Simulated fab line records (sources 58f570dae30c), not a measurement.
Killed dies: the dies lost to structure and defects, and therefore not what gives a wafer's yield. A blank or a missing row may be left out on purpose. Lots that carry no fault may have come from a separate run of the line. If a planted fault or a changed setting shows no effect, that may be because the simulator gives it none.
Problem report in the 8D (eight disciplines) form, filled by code -- flow berkeley-cmos170 -- the parts of the form that need people (team, actions taken, sign-off) are left out

## 1. THE PROBLEM
Wafers free of any fault read 219.6 nm (standard deviation 1.6) for PWELL_NITRIDE_THK at UCB170_PWELL_THK_MEAS_06, against a mean of 233.1 nm on 6 wafers of 2 lots. That puts it +8.4 standard deviations away from the usual mean.
First observed at day 5 19:01: wafer L632.2, on film-metro-02. Wafers with a number at this step in the record: 42, from 14 lots. The rule behind "out" and "out of limits": a value lying over 4 standard deviations away from the usual mean. The rest of the wafers with a number are treated as sound.

## 2. WHAT IT IS AND WHAT IT IS NOT
question,is,is not
which readings at this step,PWELL_NITRIDE_THK,-
which lots,"L631, L632","L620, L621, L622, L623, L624, L626, L627, L630, L639, L640, L641, L642"
which wafers of those lots,all that have a number,-
read on which gauges,"film-metro-01, film-metro-02",film-metro-03
when,from day 5 19:01,"up to then (24 sound wafers); but 12 sound wafers of L639, L640, L641, L642 came after"

## 3. WHAT RULES OUT EACH SUSPECT
Counting: a tool stays on the suspect list if, at a process step up to the reading, it processed all lots that are out and no sound lot following the first of them.
- the gauge at UCB170_PWELL_THK_MEAS_06 is ruled out. Those wafers that are out were read across 2 gauges (film-metro-01, film-metro-02).
- lpcvd-01 at UCB170_PWELL_CVD_05 (deposits Si3N4 from SiH2Cl2/NH3, target thk 220 nm, time 3300 s): kept. Every lot that is out went through it, starting with L631 (day 5 17:06), and after that it ran no sound lot; the last sound lot it ran before then is L630 (day 5 09:08). On those wafers its own readings are out: pressure-mtorr.
Remaining after the count: lpcvd-01 at UCB170_PWELL_CVD_05.

## 4. THE CAUSE (what the simulator had put in)
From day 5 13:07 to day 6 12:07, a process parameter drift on lpcvd-01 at UCB170_PWELL_CVD_05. Setting pressure-mtorr, moved by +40, from 200. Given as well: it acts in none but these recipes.
Only this tool survived the counting.

## 5. THE CHAIN OF EFFECTS, in route order
Each row: a reading whose mean over the struck wafers that have a number lies more than 3 standard deviations from the usual. Scope: only readings with a usual standard deviation given in the record; hours: median across lots of the time from each lot's start at the first step in this table that gives one to its start at this step; sigmas: change in usual standard deviations.
hours,step,reading,usual,on struck wafers,change,sigmas
0,UCB170_PWELL_CVD_05,pressure-mtorr,200.0 mTorr,239.8,+39.8,+99 or more
2,UCB170_PWELL_THK_MEAS_06,PWELL_NITRIDE_THK,219.6 nm,233.1,+13.5,+8.4
Process steps it contains:
- UCB170_PWELL_CVD_05: deposits Si3N4 from SiH2Cl2/NH3, target thk 220 nm, time 3300 s.

## 6. WHAT WOULD HAVE CAUGHT IT SOONER
Counted from the fault's start at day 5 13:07, it took 6 hours until the first out-of-limits reading at a measuring or inspecting step in this record, taken at day 5 19:01.
At UCB170_PWELL_CVD_05, the tool's own readings (pressure-mtorr) were out on each struck wafer the step has a row for, so an alarm limit on them would have fired on the first such wafer.
Lots out: 2; all had begun UCB170_PWELL_CVD_05 on lpcvd-01 by day 5 19:01. None of them would have been spared by holding the tool at that moment.
